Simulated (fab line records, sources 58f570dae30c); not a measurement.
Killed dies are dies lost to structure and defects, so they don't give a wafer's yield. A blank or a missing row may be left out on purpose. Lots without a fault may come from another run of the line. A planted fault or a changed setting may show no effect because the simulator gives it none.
Which tool did it? | flow berkeley_cmos170 | 7 lots, 21 wafers sampled, at 2 steps of a route of 331

WHAT THE GAUGES READ, wafer by wafer
UCB170_SDANNEAL_RS_MEAS_04: measures by four-point-probe.
lot  | measured     | on            | PLDD_RS (ohm/sq)
L819 | day 8 20:36  | film_metro-04 | 1032.1 1034.6 1038.1
L822 | day 9 03:58  | film_metro-01 | 1033.1 1032.2 1031.8
L823 | day 9 18:42  | film_metro-04 | 1030.6 1027.5 1032.2
L827 | day 10 05:40 | film_metro-04 | 1046.5 1046.3 1046.4
L831 | day 11 11:58 | film_metro-03 | 1044.6 1046.5 1046.9
L833 | day 11 12:54 | film_metro-01 | 1034.0 1031.0 1032.3
L835 | day 12 04:37 | film_metro-04 | 1036.2 1039.2 1037.9

WHICH TOOL RAN EACH LOT (tool, then ch and the chambers of the sampled wafers, then the start)
lot  | UCB170_PLDD_IMPLANT_09
L819 | implanter-01 ch 0, day 8 03:36
L822 | implanter-01 ch 0, day 8 13:24
L823 | implanter-03 ch 0, day 9 00:41
L827 | implanter-01 ch 0, day 9 16:50
L831 | implanter-01 ch 0, day 10 23:11
L833 | implanter-03 ch 0, day 10 23:36
L835 | implanter-02 ch 0, day 11 14:31
- UCB170_PLDD_IMPLANT_09

THE ANSWER, worked out from the rows above alone
Rule: what is usual is taken from the lots themselves. Put in order of their means at a reading, lots are off if they are a third of the lots or fewer, leave a main group of 4 or more, and stand apart from it by a gap of 3 or more times the standard deviation of the main group's means; of several such gaps the widest counts. A main group whose means are all the same, to the digits that the tables above print for the reading, isn't used. A lot without any number at a reading at which 4 lots or more have one is off too. The other lots that the step has rows for count as sound.
Off: L827, L831, at UCB170_SDANNEAL_RS_MEAS_04 (PLDD_RS). The main group: mean 1033.5 ohm/sq, standard deviation 2.6.
A tool fits if, at a process step before that reading, it ran every lot that is off, and no sound lot after the first of them. The gauges at UCB170_SDANNEAL_RS_MEAS_04 are tried like those tools. One fits: implanter-01 at UCB170_PLDD_IMPLANT_09. Its last sound lot is L822 (day 8 13:24), its first lot that is off L827 (day 9 16:50): a fault that began between those two fits.

WHAT THE SIMULATOR HAD PUT IN
Process parameter drift: implanter-01, from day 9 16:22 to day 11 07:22, at UCB170_PLDD_IMPLANT_09. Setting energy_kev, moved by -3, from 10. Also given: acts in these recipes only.
Lots struck among those shown: L827, L831. The rule above found the same.
